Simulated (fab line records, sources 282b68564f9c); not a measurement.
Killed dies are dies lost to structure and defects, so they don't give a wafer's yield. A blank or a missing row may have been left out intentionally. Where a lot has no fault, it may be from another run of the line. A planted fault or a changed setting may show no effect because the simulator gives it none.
Which of the tools did it? -- flow ritCmos -- 14 lots, 42 wafers sampled, at 5 steps of a route of 202

## WHAT THE GAUGES READ, wafer by wafer
RIT_PWELL_TW_MEAS_10.
lot,measured,on,PWELL_TW
L826,day 1 23:56,filmMetro-03,959 956 953
L827,day 2 04:11,filmMetro-03,963 955 960
L828,day 2 13:41,filmMetro-03,960 958 955
L833,day 3 13:17,filmMetro-01,947 950 950
L834,day 3 19:30,filmMetro-03,956 958 957
L836,day 4 02:10,filmMetro-03,964 964 960
L838,day 4 13:34,filmMetro-03,958 961 963
L840,day 4 23:23,filmMetro-03,960 959 963
L841,day 5 05:45,filmMetro-01,946 949 957
L843,day 5 13:32,filmMetro-03,957 956 958
L844,day 5 18:08,filmMetro-03,958 955 954
L846,day 6 04:02,filmMetro-01,951 954 954
L847,day 6 08:59,filmMetro-04,942 940 942
L849,day 6 21:37,filmMetro-01,946 949 951

RIT_CONTACT_THK_MEAS_01.
lot,measured,on,CONTACT_TEOS_THK (nm)
L826,day 3 05:43,filmMetro-01,399 395 409
L827,day 3 14:32,filmMetro-04,399 402 402
L828,day 3 18:51,filmMetro-01,400 397 400
L833,day 5 01:00,filmMetro-04,670 396 397
L834,day 5 03:49,filmMetro-04,396 399 406
L836,day 5 11:00,filmMetro-03,661 399 679
L838,day 5 19:55,filmMetro-04,394 397 401
L840,day 6 05:48,filmMetro-04,392 400 406
L841,day 6 11:53,filmMetro-03,396 404 402
L843,day 6 20:31,filmMetro-04,403 401 408
L844,day 7 00:01,filmMetro-03,391 401 404
L846,day 7 13:17,filmMetro-03,403 398 403
L847,day 7 15:23,filmMetro-01,401 402 402
L849,day 8 02:25,filmMetro-03,396 396 398

## WHAT TOOL EACH LOT RAN ON (gives the tool, then ch and the chambers of the sampled wafers, and finally the start)
lot,RIT_ACTIVE_STRIP_14,RIT_PRETRO_STRIP_09,RIT_CONTACT_CVD_00
L826,"plasmaAsher-02 ch 0,1, day 1 14:50","plasmaAsher-02 ch 0,1, day 2 08:16","pecvd-01 ch 0,1,2, day 3 05:40"
L827,"plasmaAsher-01 ch 0,1, day 1 19:58","plasmaAsher-01 ch 0,1, day 2 14:20","pecvd-03 ch 0,1,2, day 3 14:29"
L828,"plasmaAsher-02 ch 0, day 2 00:52","plasmaAsher-01 ch 0,1, day 2 22:37","pecvd-01 ch 0,1,2, day 3 18:47"
L833,"plasmaAsher-04 ch 0,1, day 3 03:01","plasmaAsher-02 ch 0,1, day 4 00:03","pecvd-02 ch 0,1,2, day 5 00:57"
L834,"plasmaAsher-01 ch 0,1, day 3 07:33","plasmaAsher-01 ch 0,1, day 4 04:40","pecvd-01 ch 0,1, day 5 03:45"
L836,"plasmaAsher-01 ch 1, day 3 18:19","plasmaAsher-02 ch 0,1, day 4 12:34","pecvd-02 ch 1,2, day 5 10:56"
L838,"plasmaAsher-01 ch 0,1, day 4 02:50","plasmaAsher-01 ch 0,1, day 4 23:53","pecvd-03 ch 0,2, day 5 19:52"
L840,"plasmaAsher-01 ch 0,1, day 4 13:24","plasmaAsher-02 ch 0,1, day 5 08:58","pecvd-01 ch 0,2, day 6 05:44"
L841,"plasmaAsher-01 ch 0,1, day 4 18:29","plasmaAsher-02 ch 0,1, day 5 14:56","pecvd-03 ch 0,1, day 6 11:50"
L843,"plasmaAsher-04 ch 0,1, day 5 04:36","plasmaAsher-01 ch 0,1, day 5 22:48","pecvd-01 ch 0,1,2, day 6 20:28"
L844,"plasmaAsher-02 ch 0,1, day 5 10:15","plasmaAsher-04 ch 0,1, day 6 03:28","pecvd-03 ch 0,1,2, day 6 23:57"
L846,"plasmaAsher-02 ch 1, day 5 19:56","plasmaAsher-02 ch 0,1, day 6 12:44","pecvd-01 ch 0,1,2, day 7 13:14"
L847,"plasmaAsher-02 ch 0,1, day 6 00:00","plasmaAsher-04 ch 0,1, day 6 18:13","pecvd-03 ch 0,1,2, day 7 15:19"
L849,"plasmaAsher-04 ch 0, day 6 10:34","plasmaAsher-01 ch 0,1, day 7 06:55","pecvd-01 ch 0,1,2, day 8 02:22"
- RIT_ACTIVE_STRIP_14: strips in O2, time 180 s.
- RIT_PRETRO_STRIP_09: strips in O2, time 180 s.
- RIT_CONTACT_CVD_00: deposits SiO2 from TEOS, target thk 400 nm, time 61 s.

## WHAT THE TOOLS THEMSELVES READ (means of the sampled wafers that have a number; where no wafer has one, the mark that the record gives instead)
RIT_ACTIVE_STRIP_14.
lot,tool,drypumpMotorCurrentA (A)
L826,plasmaAsher-02,5.7
L827,plasmaAsher-01,5.6
L828,plasmaAsher-02,5.6
L833,plasmaAsher-04,5.8
L834,plasmaAsher-01,5.6
L836,plasmaAsher-01,5.4
L838,plasmaAsher-01,5.6
L840,plasmaAsher-01,5.6
L841,plasmaAsher-01,5.7
L843,plasmaAsher-04,5.8
L844,plasmaAsher-02,5.7
L846,plasmaAsher-02,5.8
L847,plasmaAsher-02,5.6
L849,plasmaAsher-04,5.5

RIT_PRETRO_STRIP_09.
lot,tool,drypumpMotorCurrentA (A)
L826,plasmaAsher-02,5.7
L827,plasmaAsher-01,5.7
L828,plasmaAsher-01,5.7
L833,plasmaAsher-02,5.7
L834,plasmaAsher-01,5.7
L836,plasmaAsher-02,5.7
L838,plasmaAsher-01,5.6
L840,plasmaAsher-02,5.6
L841,plasmaAsher-02,5.7
L843,plasmaAsher-01,5.6
L844,plasmaAsher-04,5.7
L846,plasmaAsher-02,5.7
L847,plasmaAsher-04,6.1
L849,plasmaAsher-01,5.6

RIT_CONTACT_CVD_00.
lot,tool,heaterPowerW (W),runLengthS (s)
L826,pecvd-01,322,89.3
L827,pecvd-03,329,88.8
L828,pecvd-01,312,89.2
L833,pecvd-02,326,102.9
L834,pecvd-01,322,88.9
L836,pecvd-02,314,116.4
L838,pecvd-03,278,88.4
L840,pecvd-01,315,88.8
L841,pecvd-03,274,88.7
L843,pecvd-01,297,89.0
L844,pecvd-03,320,88.9
L846,pecvd-01,291,89.0
L847,pecvd-03,309,89.0
L849,pecvd-01,282,89.3

## THE ANSWER, worked out from the rows above alone
Rule: the usual values come from the lots themselves. Put in order of their means at a reading, lots are off if they are a third of the lots or fewer, leave a main group of 4 or more, and stand apart from it by a gap of 3 or more times the standard deviation of the main group's means; of several such gaps the widest counts. If all means in a main group match to the digits the tables above print for the reading, that group is not used. A lot without any number at a reading at which 4 lots or more have one is off too. All remaining lots with rows at the step are treated as sound. The gauges are gone through in route order, then the tools' own readings, and for those a lot's mean is taken as printed above. At the first step where some lot is off, the reading lying furthest off is the one used; lots without a number count as furthest.
Off: L833, L836, seen at RIT_CONTACT_THK_MEAS_01 (CONTACT_TEOS_THK). For the main group the mean is 400 nm and the standard deviation 1.9.
If a tool, at a process step before that reading, ran all the lots that are off and no sound lot after the first of them, it fits. Not tried: the gauges at RIT_CONTACT_THK_MEAS_01; whatever is off there is also off at RIT_CONTACT_CVD_00, on other tools, and gauge error can't account for it. One fits: RIT_CONTACT_CVD_00 on pecvd-02. It ran no sound lot before its first lot that is off in this sample, so the start can't be narrowed down.
The tool's own readings at RIT_CONTACT_CVD_00 bear it out: on the lots that are off they differ by more than 5 times the standard deviation of the sound lots' means. runLengthS reads 109.7 s there against 88.9 s on the sound lots.

## WHAT THE SIMULATOR HAD PUT IN
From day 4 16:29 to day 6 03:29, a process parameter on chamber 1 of pecvd-02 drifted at RIT_CONTACT_CVD_00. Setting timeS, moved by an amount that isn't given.
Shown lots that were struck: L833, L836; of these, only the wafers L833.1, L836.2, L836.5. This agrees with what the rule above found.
